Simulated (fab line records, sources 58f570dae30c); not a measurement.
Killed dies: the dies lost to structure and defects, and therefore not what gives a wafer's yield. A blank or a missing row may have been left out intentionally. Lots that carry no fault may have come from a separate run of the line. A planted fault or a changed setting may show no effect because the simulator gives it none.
A single fault, viewed from 2 desks | flow berkeleyCmos170 | every desk sees just its own numbers, and what lay behind them comes last

== AT THE METROLOGY DESK ==
Means of the sampled wafers that have a number, per lot and without regard to the tool the lot ran on: this is what the gauges read. If a lot's mean is further than 4 standard deviations from the usual mean, the lot is out of limits and carries the mark OUT (the distance appears in the brackets).
Columns: A = NSD_RS at UCB170_SDANNEAL_RS_MEAS_03, usual 37.30 ohm/sq; B = CONTACT_PSG_THK at UCB170_CONTACT_THK_MEAS_02, usual 696 nm
lot  | first seen here | A               | B
L102 | day 8 06:47     | 37.19           | 700
L101 | day 8 07:27     | 37.38           | 698
L103 | day 8 19:14     | 37.28           | 699
L105 | day 8 20:05     | 37.24           | 694
L104 | day 8 20:31     | 37.23           | 685
L106 | day 9 09:18     | 37.43           | 698
L110 | day 9 19:56     | 37.31           | 699
L109 | day 9 20:26     | 37.37           | 692
L113 | day 10 12:11    | 35.58 (-21) OUT | 699
L111 | day 10 12:14    | 37.40           | 689
L112 | day 10 12:57    | 35.47 (-23) OUT | 698
L116 | day 11 03:42    | 37.35           | 689
L122 | day 12 08:47    | 37.27           | 693
L121 | day 12 09:38    | 37.26           | 704
Per this desk, out of limits: L112, L113; the first was L113, day 10 12:11 (NSD_RS at UCB170_SDANNEAL_RS_MEAS_03). Within limits: L102, L101, L103, L105, L104, L106, L110, L109, L111, L116, L122, L121.

== THE TOOL OWNER'S DESK: implanter-01 ==
The tool's own readings at UCB170_NSD_IMPLANT_08, given as means over the sampled wafers that have a number, one for each lot that went through this tool. If a lot's mean is further than 4 standard deviations from the usual mean, the lot is out of limits and carries the mark OUT (the distance appears in the brackets).
Columns: A = doseIonsCm2 at UCB170_NSD_IMPLANT_08, usual 3.001e+15; B = faradayCurrentUA at UCB170_NSD_IMPLANT_08, usual 9265; C = tiltDeg at UCB170_NSD_IMPLANT_08, usual 6.995 degrees
lot  | first seen here | A                           | B                | C
L102 | day 8 05:19     | 3.001e+15                   | 9381             | 6.979
L103 | day 8 17:40     | 3.004e+15                   | 9369             | 7.000
L104 | day 8 18:37     | 2.998e+15                   | 9117             | 6.996
L106 | day 9 07:32     | 3.002e+15                   | 9045             | 6.986
L110 | day 9 18:29     | 2.994e+15                   | 9108             | 7.010
L113 | day 10 09:52    | 3.362e+15 (+99 or more) OUT | 10171 (+5.0) OUT | 6.988
L112 | day 10 11:12    | 3.365e+15 (+99 or more) OUT | 10437 (+6.5) OUT | 6.997
This desk finds L112, L113 out of limits, L113 being first, at day 10 09:52 (doseIonsCm2 at UCB170_NSD_IMPLANT_08). Within limits: L102, L103, L104, L106, L110.

== PUT TOGETHER ==
On L112, L113, at day 10 09:52, an alarm was possible from the tool owner's desk.
At day 10 12:11 the metrology desk could have sounded an alarm, on L112, L113.
Of the lots named, all ran UCB170_NSD_IMPLANT_08 on implanter-01.

== WHAT THE SIMULATOR HAD PUT IN ==
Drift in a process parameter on implanter-01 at UCB170_NSD_IMPLANT_08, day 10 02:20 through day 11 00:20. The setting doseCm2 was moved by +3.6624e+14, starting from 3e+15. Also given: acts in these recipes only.
Shown lots that were struck: L112, L113.
Time in hours from fault onset to the first out-of-limits reading at each desk: tool owner's desk 8, metrology desk 10.
